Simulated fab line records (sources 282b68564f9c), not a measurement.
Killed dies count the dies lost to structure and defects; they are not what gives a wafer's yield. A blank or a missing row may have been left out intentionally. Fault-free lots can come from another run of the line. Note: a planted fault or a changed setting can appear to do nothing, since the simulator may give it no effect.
fab line records | flow ritCmos
[record] lots = 14 | wafers = 42 | lastDay = 7
route steps=202 shown M1@196
lots that met no fault: taken from a fault-free run of the same line
startH: hours from the record's first day to the start of the lot's first wafer shown | waitH: hours from the lot's prior step to this one | " identical to the entry in the row above | L1.1+2: a single row standing in for several wafers | - no value present, or no start provided | * or withheld: withheld | < > ~ a bound
route shown NAME@n: a module of which the file shows steps, and the number in the route of the first | usual: mean/standard deviation taken from wafers without a fault | same: alike in all rows | chamber/n: place in a boat | sites: per-site readings | _std_site: the standard deviation of these | _edge_site: inner sites' mean taken away from outer sites' mean | radiusMm: how far each site lies from the wafer's centre | mask NAME#n: copy n | behind: the last tool/chamber to shape the wafer | hold: reason for holding the lot/hours on hold/outcome of the hold | device: names the non-switching transistor (n, p or np) | end of line: tests run on the same wafers once the route is complete | a step without rows: its recipe alone | killed: the dies lost at the first sort to structure and to defects; this is not the yield of the wafer | map: per-die view of a wafer (x killed, . not killed, _ where there is no die)
set.NAME: the setting that was run; set.NAME@STEP: the one run at that earlier step | model.NAME: the simulator's own value behind a step, which no gauge read
route steps across a sampled set of lots; one table per step, one row per wafer
services: the hour from which a tool's chamber was out of use, counted from the record's first day as startH (under 0 if before that day), plus the number of hours and why
[[steps]]
[step RIT_M1_METAL_ETCH_12]
[recipe] stopOn = SiO2 | chemistry = Cl2/BCl3 | target = Al | timeS = 165 | overEtchFrac = 0.5 | pressureMtorr = 100 | targetDepthA = 6000 | rfW = 250 | Cl2_flow_sccm = 60 | bcl3FlowSccm = 50
[usual] drypumpMotorCurrentA = 5.6/0.45 | oesProductAu = 0.781/0.014 | rfFwdPowerW = 249.1/0.68 | throttleValvePct = 8.28/0.13
lot.wafer | tool        | chamber | startH | waitH | drypumpMotorCurrentA | oesProductAu | rfFwdPowerW | rfHoursCounterH | throttleValvePct
L477.2    | rieMetal-03 | 1       | 79.69  | 0.2   | 6.0                  | 0.777        | 250.2       | 4               | 8.46
L477.3    | "           | 1       | "      | "     | 6.0                  | 0.782        | 248.6       | -               | 8.45
L477.6    | "           | 0       | "      | "     | 6.1                  | 0.761        | 249.2       | -               | 8.13
L479.3    | rieMetal-04 | 1       | 98.09  | 0.2   | 5.0                  | 0.798        | 249.4       | -               | 8.15
L479.4    | "           | 0       | "      | "     | 5.6                  | 0.780        | 249.9       | -               | 8.30
L479.6    | "           | 0       | "      | "     | 5.6                  | 0.783        | 249.7       | -               | 8.28
L482.2    | rieMetal-03 | 0       | 110.46 | 0.2   | 6.2                  | 0.782        | 248.6       | 4               | 8.13
L482.4    | "           | 1       | "      | "     | 6.0                  | 0.794        | 250.0       | -               | 8.46
L482.6    | "           | 1       | "      | "     | 6.0                  | 0.790        | 248.9       | -               | 8.44
L480.1    | rieMetal-04 | 0       | 110.78 | 0.2   | 5.6                  | 0.782        | 248.6       | 34              | 8.28
L480.4    | "           | 0       | "      | "     | 5.7                  | 0.778        | 248.8       | -               | 8.28
L480.6    | "           | 0       | "      | "     | 5.7                  | 0.778        | 247.6       | -               | 8.30
L483.2    | rieMetal-02 | 0       | 124.51 | 0.2   | 5.0                  | 0.760        | 249.5       | 1               | 8.17
L483.3    | "           | 0       | "      | "     | 5.0                  | 0.756        | 249.1       | -               | 8.15
L483.6    | "           | 0       | "      | "     | 5.0                  | 0.758        | 250.4       | -               | 8.16
L484.1    | rieMetal-04 | 1       | 124.76 | 0.2   | 5.0                  | 0.799        | 249.0       | 33              | 8.15
L484.3    | "           | 0       | "      | "     | 5.7                  | 0.790        | 278.7       | -               | 8.31
L484.4    | "           | 1       | "      | "     | 5.0                  | 0.790        | 249.8       | -               | 8.16
L481.4    | rieMetal-03 | 0       | 124.81 | 0.1   | 6.2                  | 0.770        | 249.4       | -               | 8.14
L481.5    | "           | 1       | "      | "     | 6.0                  | 0.793        | 248.8       | -               | 8.46
L481.6    | "           | 0       | "      | "     | 6.1                  | 0.768        | 249.5       | -               | 8.13
L487.1    | rieMetal-04 | 0       | 134.50 | 0.2   | 5.7                  | 0.786        | 280.5       | 34              | 8.28
L487.5    | "           | 1       | "      | "     | 5.0                  | 0.798        | 248.7       | -               | 8.15
L487.6    | "           | 0       | "      | "     | 5.7                  | 0.779        | 279.2       | -               | 8.27
L491.3    | rieMetal-03 | 1       | 148.46 | 0.2   | 6.1                  | 0.790        | 248.1       | -               | 8.45
L491.4    | "           | 0       | "      | "     | 6.2                  | 0.785        | 249.6       | -               | 8.14
L491.5    | "           | 0       | "      | "     | 6.1                  | 0.767        | 249.4       | -               | 8.15
L492.2    | rieMetal-02 | 1       | 152.48 | 0.2   | 5.6                  | 0.804        | 248.3       | 2               | 8.43
L492.3    | "           | 0       | "      | "     | 5.0                  | 0.768        | 249.3       | -               | 8.17
L492.6    | "           | 0       | "      | "     | 5.0                  | 0.776        | 250.0       | -               | 8.18
L493.1    | rieMetal-03 | 0       | 153.11 | 0.2   | 6.1                  | 0.780        | 249.2       | 5               | 8.14
L493.4    | "           | 0       | "      | "     | 6.1                  | 0.780        | 250.7       | -               | 8.15
L493.6    | "           | 1       | "      | "     | 6.0                  | 0.801        | 249.1       | -               | 8.45
L495.3    | rieMetal-02 | 0       | 161.21 | 0.2   | 5.0                  | 0.750        | 248.9       | -               | 8.18
L495.4    | "           | 1       | "      | "     | 5.6                  | 0.775        | 249.0       | -               | 8.44
L495.5    | "           | 1       | "      | "     | 5.6                  | 0.782        | 249.6       | -               | 8.44
L496.4    | rieMetal-03 | 1       | 165.15 | 0.1   | 6.0                  | 0.779        | 249.5       | -               | 8.44
L496.5    | "           | 1       | "      | "     | 6.0                  | 0.794        | 249.4       | -               | 8.46
L496.6    | "           | 0       | "      | "     | 6.1                  | 0.775        | 249.8       | -               | 8.15
L499.1    | rieMetal-03 | 0       | 175.26 | 0.2   | 6.2                  | 0.776        | 248.6       | 5               | 8.14
L499.2    | "           | 1       | "      | "     | 6.0                  | 0.782        | 249.7       | 6               | 8.44
L499.3    | "           | 1       | "      | "     | 6.0                  | 0.801        | 249.1       | -               | 8.43
[step RIT_M1_PROBE_99]
[usual] defectLimitedYield = 97.4/1.2 | killedAtContacts = 0.1/0.25 | killedAtFrontEnd = 7/3.1 | killedDies = 7/3.2 | killedOpen = 3.3/2 | killedShort = 3.5/2 | sort_bin_3_pad_short = 0.1/0.18 | sort_bin_5_function = 1.6/0.88 | sort_bin_6_memory = 0.9/0.58 | sortNPass = 257/3.2 | sortYieldPct = 97.4/1.2
[same] grossDies = 264 | killed_at_M0_to_M3 = 0 | killed_at_M4_up = 0 | killedAtBackSide = 0 | killedAtOther = 0
lot.wafer | tool      | chamber | startH | waitH | defectLimitedYield[%] | killedAtContacts | killedAtFrontEnd | killedDies | killedOpen | killedShort | sort_bin_3_pad_short[%] | sort_bin_5_function[%] | sort_bin_6_memory[%] | sortNPass | sortYieldPct[%]
L477.2    | prober-02 | -       | 82.00  | 0.1   | 95.5                  | 0                | 12               | 12         | 6          | 6           | 0                       | 3.0                    | 1.5                  | 252       | 95.5
L477.3    | prober-02 | -       | 82.05  | 0.2   | 99.2                  | 0                | 2                | 2          | 1          | 1           | 0                       | 0.8                    | 0                    | 262       | 99.2
L477.6    | prober-02 | -       | 82.20  | 0.2   | 97.3                  | 0                | 7                | 7          | 3          | 4           | 0                       | 2.7                    | 0                    | 257       | 97.3
L479.3    | prober-01 | -       | 100.42 | 0.2   | 96.6                  | 0                | 9                | 9          | 6          | 3           | 0                       | 2.3                    | 1.1                  | 255       | 96.6
L479.4    | prober-01 | -       | 100.47 | 0.2   | 97.0                  | 0                | 8                | 8          | 6          | 2           | 0                       | 1.1                    | 1.9                  | 256       | 97.0
L479.6    | prober-01 | -       | 100.57 | 0.2   | 98.1                  | 0                | 5                | 5          | 1          | 4           | 0                       | 1.1                    | 0.8                  | 259       | 98.1
L482.2    | prober-01 | -       | 112.76 | 0.1   | 97.0                  | 0                | 8                | 8          | 4          | 4           | 0                       | 1.5                    | 1.5                  | 256       | 97.0
L482.4    | prober-01 | -       | 112.86 | 0.2   | 98.5                  | 0                | 4                | 4          | 0          | 4           | 0                       | 0.8                    | 0.8                  | 260       | 98.5
L482.6    | prober-01 | -       | 112.96 | 0.2   | 97.7                  | 0                | 6                | 6          | 5          | 1           | 0                       | 1.9                    | 0.4                  | 258       | 97.7
L480.1    | prober-02 | -       | 114.33 | 0.1   | 98.1                  | 0                | 5                | 5          | 2          | 3           | 0                       | 0.8                    | 1.1                  | 259       | 98.1
L480.4    | prober-02 | -       | 114.48 | 0.2   | 98.1                  | 0                | 5                | 5          | 2          | 3           | 0                       | 1.5                    | 0.4                  | 259       | 98.1
L480.6    | prober-02 | -       | 114.58 | 0.2   | 97.7                  | 1                | 5                | 6          | 3          | 3           | 0.4                     | 1.5                    | 0.4                  | 258       | 97.7
L483.2    | prober-01 | -       | 126.81 | 0.1   | 96.6                  | 0                | 9                | 9          | 5          | 4           | 0                       | 1.5                    | 1.9                  | 255       | 96.6
L483.3    | prober-01 | -       | 126.86 | 0.2   | 95.8                  | 0                | 11               | 11         | 4          | 7           | 0.4                     | 2.3                    | 1.5                  | 253       | 95.8
L483.6    | prober-01 | -       | 127.01 | 0.2   | 97.0                  | 0                | 8                | 8          | 5          | 3           | 0                       | 2.3                    | 0.8                  | 256       | 97.0
L484.1    | prober-01 | -       | 128.26 | 0.1   | 97.0                  | 0                | 8                | 8          | 4          | 4           | 0                       | 2.7                    | 0.4                  | 256       | 97.0
L484.3    | prober-01 | -       | 128.36 | 0.2   | 98.9                  | 0                | 3                | 3          | 2          | 1           | 0                       | 0.8                    | 0.4                  | 261       | 98.9
L484.4    | prober-01 | -       | 128.41 | 0.2   | 96.6                  | 0                | 9                | 9          | 4          | 5           | 0                       | 2.3                    | 1.1                  | 255       | 96.6
L481.4    | prober-02 | -       | 128.41 | 0.2   | 97.3                  | 0                | 7                | 7          | 0          | 7           | 0                       | 1.5                    | 1.1                  | 257       | 97.3
L481.5    | prober-02 | -       | 128.46 | 0.2   | 97.7                  | 0                | 6                | 6          | 2          | 4           | 0                       | 1.1                    | 1.1                  | 258       | 97.7
L481.6    | prober-02 | -       | 128.51 | 0.2   | 98.9                  | 0                | 3                | 3          | 2          | 1           | 0                       | 0.8                    | 0.4                  | 261       | 98.9
L487.1    | prober-02 | -       | 137.44 | 0.1   | 98.1                  | 0                | 5                | 5          | 4          | 1           | 0                       | 0.8                    | 1.1                  | 259       | 98.1
L487.5    | prober-02 | -       | 137.64 | 0.2   | 97.0                  | 0                | 8                | 8          | 3          | 5           | 0.4                     | 2.7                    | 0                    | 256       | 97.0
L487.6    | prober-02 | -       | 137.69 | 0.2   | 97.3                  | 0                | 7                | 7          | 6          | 1           | 0                       | 0.8                    | 1.9                  | 257       | 97.3
L491.3    | prober-02 | -       | 150.76 | 0.2   | 100.0                 | 0                | 0                | 0          | 0          | 0           | 0                       | 0                      | 0                    | 264       | 100.0
L491.4    | prober-02 | -       | 150.81 | 0.2   | 96.6                  | 0                | 9                | 9          | 3          | 6           | 0.4                     | 1.5                    | 1.5                  | 255       | 96.6
L491.5    | prober-02 | -       | 150.86 | 0.2   | 98.5                  | 0                | 4                | 4          | 2          | 2           | 0                       | 1.5                    | 0                    | 260       | 98.5
L492.2    | prober-01 | -       | 154.78 | 0.1   | 98.5                  | 0                | 4                | 4          | 2          | 2           | 0                       | 0.4                    | 1.1                  | 260       | 98.5
L492.3    | prober-01 | -       | 154.83 | 0.2   | 96.2                  | 0                | 10               | 10         | 5          | 5           | 0                       | 2.3                    | 1.5                  | 254       | 96.2
L492.6    | prober-01 | -       | 154.98 | 0.2   | 95.8                  | 0                | 11               | 11         | 8          | 3           | 0.4                     | 2.3                    | 1.5                  | 253       | 95.8
L493.1    | prober-02 | -       | 156.23 | 0.1   | 98.5                  | 0                | 4                | 4          | 3          | 1           | 0                       | 1.5                    | 0                    | 260       | 98.5
L493.4    | prober-02 | -       | 156.38 | 0.2   | 98.1                  | 0                | 5                | 5          | 3          | 2           | 0.4                     | 1.1                    | 0.4                  | 259       | 98.1
L493.6    | prober-02 | -       | 156.48 | 0.2   | 96.2                  | 0                | 10               | 10         | 5          | 5           | 0                       | 2.3                    | 1.5                  | 254       | 96.2
L495.3    | prober-02 | -       | 163.51 | 0.2   | 98.1                  | 0                | 5                | 5          | 3          | 2           | 0                       | 1.1                    | 0.8                  | 259       | 98.1
L495.4    | prober-02 | -       | 163.56 | 0.2   | 97.7                  | 0                | 6                | 6          | 3          | 3           | 0.4                     | 0.8                    | 1.1                  | 258       | 97.7
L495.5    | prober-02 | -       | 163.61 | 0.2   | 96.2                  | 0                | 10               | 10         | 3          | 7           | 0.4                     | 1.1                    | 2.3                  | 254       | 96.2
L496.4    | prober-01 | -       | 167.49 | 0.2   | 98.1                  | 0                | 5                | 5          | 3          | 2           | 0                       | 1.5                    | 0.4                  | 259       | 98.1
L496.5    | prober-01 | -       | 167.54 | 0.2   | 98.5                  | 0                | 4                | 4          | 2          | 2           | 0                       | 1.1                    | 0.4                  | 260       | 98.5
L496.6    | prober-01 | -       | 167.59 | 0.2   | 98.1                  | 0                | 5                | 5          | 3          | 2           | 0                       | 1.1                    | 0.8                  | 259       | 98.1
L499.1    | prober-02 | -       | 177.51 | 0.1   | 97.3                  | 0                | 7                | 7          | 2          | 5           | 0.8                     | 0.8                    | 1.1                  | 257       | 97.3
L499.2    | prober-02 | -       | 177.56 | 0.1   | 96.6                  | 0                | 9                | 9          | 2          | 7           | 0.4                     | 1.5                    | 1.5                  | 255       | 96.6
L499.3    | prober-02 | -       | 177.61 | 0.2   | 96.6                  | 0                | 9                | 9          | 5          | 4           | 0                       | 1.9                    | 1.5                  | 255       | 96.6
// killed by level:class
L477.2 FOX1:geometricParticle:open=3 GATE:geometricParticle:short=3 SILICIDE:geometricParticle:short=2 FOX2:geometricParticle:open=1 FOX2:geometricParticle:short=1 GATE:geometricParticle:open=1 SILICIDE:geometricParticle:open=1
L477.3 GATE:geometricParticle:open=1 REOX:geometricParticle:short=1
L477.6 REOX:geometricParticle:short=2 REOX:geometricParticle:open=2 FOX2:geometricParticle:short=1 GATE:geometricParticle:short=1 SILICIDE:geometricParticle:open=1
L479.3 FOX1:geometricParticle:open=2 REOX:geometricParticle:open=2 SPACER:geometricParticle:short=2 GATE:geometricParticle:open=1 GATE:geometricParticle:short=1 SPACER:geometricParticle:open=1
L479.4 SILICIDE:geometricParticle:open=2 FOX1:geometricParticle:open=1 FOX2:geometricParticle:open=1 GATE:geometricParticle:open=1 GATE:geometricParticle:short=1 REOX:geometricParticle:open=1 REOX:geometricParticle:short=1
L479.6 GATE:geometricParticle:short=3 SILICIDE:geometricParticle:open=1 SILICIDE:geometricParticle:short=1
L482.2 GATE:geometricParticle:open=2 REOX:geometricParticle:short=2 FOX1:geometricParticle:short=1 REOX:geometricParticle:open=1 SPACER:geometricParticle:open=1 SILICIDE:geometricParticle:short=1
L482.4 FOX1:geometricParticle:short=1 REOX:geometricParticle:short=1 SPACER:geometricParticle:short=1 SILICIDE:geometricParticle:short=1
L482.6 FOX2:geometricParticle:open=2 SPACER:geometricParticle:open=2 GATE:geometricParticle:short=1 GATE:geometricParticle:open=1
L480.1 REOX:geometricParticle:short=3 GATE:geometricParticle:open=1 SILICIDE:geometricParticle:open=1
L480.4 FOX2:geometricParticle:short=1 FOX2:geometricParticle:open=1 GATE:geometricParticle:open=1 REOX:geometricParticle:short=1 SILICIDE:geometricParticle:short=1
L480.6 GATE:geometricParticle:short=2 FOX1:geometricParticle:short=1 GATE:geometricParticle:open=1 SILICIDE:geometricParticle:open=1 CONTACT:geometricParticle:open=1
L483.2 SILICIDE:geometricParticle:open=2 SILICIDE:geometricParticle:short=2 ACTIVE:geometricParticle:open=1 FOX1:geometricParticle:open=1 GATE:geometricParticle:open=1 GATE:geometricParticle:short=1 REOX:geometricParticle:short=1
L483.3 FOX1:geometricParticle:short=4 FOX1:geometricParticle:open=2 SPACER:geometricParticle:short=2 FOX2:geometricParticle:open=1 REOX:geometricParticle:short=1 SPACER:geometricParticle:open=1
L483.6 SILICIDE:geometricParticle:open=3 FOX1:geometricParticle:open=1 FOX1:geometricParticle:short=1 REOX:geometricParticle:open=1 REOX:geometricParticle:short=1 SILICIDE:geometricParticle:short=1
L484.1 FOX1:geometricParticle:short=2 GATE:geometricParticle:open=2 FOX1:geometricParticle:open=1 REOX:geometricParticle:short=1 REOX:geometricParticle:open=1 SILICIDE:geometricParticle:short=1
L484.3 SPACER:geometricParticle:short=1 SPACER:geometricParticle:open=1 SILICIDE:geometricParticle:open=1
L481.4 GATE:geometricParticle:short=2 SILICIDE:geometricParticle:short=2 FOX1:geometricParticle:short=1 FOX2:geometricParticle:short=1 SPACER:geometricParticle:short=1
L484.4 GATE:geometricParticle:short=3 SPACER:geometricParticle:open=2 FOX2:geometricParticle:open=1 GATE:geometricParticle:open=1 REOX:geometricParticle:short=1 SPACER:geometricParticle:short=1
L481.5 GATE:geometricParticle:open=2 SILICIDE:geometricParticle:short=2 FOX1:geometricParticle:short=1 GATE:geometricParticle:short=1
L481.6 GATE:geometricParticle:open=1 REOX:geometricParticle:short=1 REOX:geometricParticle:open=1
L487.1 FOX1:geometricParticle:open=2 FOX1:geometricParticle:short=1 GATE:geometricParticle:open=1 SILICIDE:geometricParticle:open=1
L487.5 SPACER:geometricParticle:short=2 SILICIDE:geometricParticle:short=2 GATE:geometricParticle:open=1 GATE:geometricParticle:short=1 SPACER:geometricParticle:open=1 SILICIDE:geometricParticle:open=1
L487.6 GATE:geometricParticle:open=5 FOX1:geometricParticle:short=1 SILICIDE:geometricParticle:open=1
L491.4 GATE:geometricParticle:short=3 FOX1:geometricParticle:open=2 SILICIDE:geometricParticle:short=2 GATE:geometricParticle:open=1 SPACER:geometricParticle:short=1
L491.5 GATE:geometricParticle:open=2 FOX1:geometricParticle:short=1 GATE:geometricParticle:short=1
L492.2 SPACER:geometricParticle:open=2 SPACER:geometricParticle:short=1 SILICIDE:geometricParticle:short=1
L492.3 GATE:geometricParticle:open=4 GATE:geometricParticle:short=4 REOX:geometricParticle:short=1 REOX:geometricParticle:open=1
L492.6 GATE:geometricParticle:open=4 FOX2:geometricParticle:open=2 FOX1:geometricParticle:short=1 FOX1:geometricParticle:open=1 FOX2:geometricParticle:short=1 GATE:geometricParticle:short=1 REOX:geometricParticle:open=1
L493.1 FOX1:geometricParticle:open=1 FOX2:geometricParticle:short=1 GATE:geometricParticle:open=1 SILICIDE:geometricParticle:open=1
L493.4 FOX2:geometricParticle:open=2 FOX2:geometricParticle:short=1 GATE:geometricParticle:short=1 GATE:geometricParticle:open=1
L493.6 GATE:geometricParticle:short=4 GATE:geometricParticle:open=3 FOX2:geometricParticle:open=2 REOX:geometricParticle:short=1
L495.3 GATE:geometricParticle:open=2 FOX2:geometricParticle:short=1 REOX:geometricParticle:short=1 SPACER:geometricParticle:open=1
L495.4 SILICIDE:geometricParticle:short=3 REOX:geometricParticle:open=2 GATE:geometricParticle:open=1
L495.5 GATE:geometricParticle:short=3 FOX2:geometricParticle:open=2 REOX:geometricParticle:short=2 SPACER:geometricParticle:short=2 SPACER:geometricParticle:open=1
L496.4 FOX1:geometricParticle:short=1 FOX1:geometricParticle:open=1 FOX2:geometricParticle:open=1 GATE:geometricParticle:short=1 GATE:geometricParticle:open=1
L496.5 FOX1:geometricParticle:open=1 FOX1:geometricParticle:short=1 GATE:geometricParticle:short=1 REOX:geometricParticle:open=1
L496.6 GATE:geometricParticle:open=2 FOX1:geometricParticle:short=1 GATE:geometricParticle:short=1 SPACER:geometricParticle:open=1
L499.1 GATE:geometricParticle:short=2 FOX1:geometricParticle:open=1 FOX2:geometricParticle:short=1 REOX:geometricParticle:short=1 SPACER:geometricParticle:short=1 SILICIDE:geometricParticle:open=1
L499.2 GATE:geometricParticle:short=4 REOX:geometricParticle:short=2 REOX:geometricParticle:open=2 FOX1:geometricParticle:short=1
L499.3 FOX1:geometricParticle:open=3 FOX1:geometricParticle:short=1 FOX2:geometricParticle:open=1 FOX2:geometricParticle:short=1 REOX:geometricParticle:short=1 SILICIDE:geometricParticle:open=1 SILICIDE:geometricParticle:short=1
[[services]]
tool        | chamber | startH | hours | kind
rieMetal-04 | -       | 136.12 | 20.0  | pm
rieMetal-04 | 0       | 136.12 | 20.0  | ventCycle
rieMetal-04 | 1       | 136.12 | 20.0  | ventCycle
rieMetal-04 | 0       | 156.12 | -     | clean
rieMetal-04 | 1       | 156.12 | -     | clean
[[key]]
[firstSign] step = RIT_M1_METAL_ETCH_12 | reading = rfFwdPowerW | direction = up | sigmas = 44 | usual = 249.1 | struck = 279.4
effect none on later readings
metAt RIT_M1_METAL_ETCH_12
struckLots L484,L487
struckWafers L484.3,L487.1,L487.6
onsetBetween 110.78 124.76
[fault] kind = processParameterDrift | tool = rieMetal-04 | chamber = 0 | onsetH = 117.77 | steps = RIT_M1_METAL_ETCH_12 | channel = rfW | offset = 30 | shape = step | endH = 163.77 | stated = 250
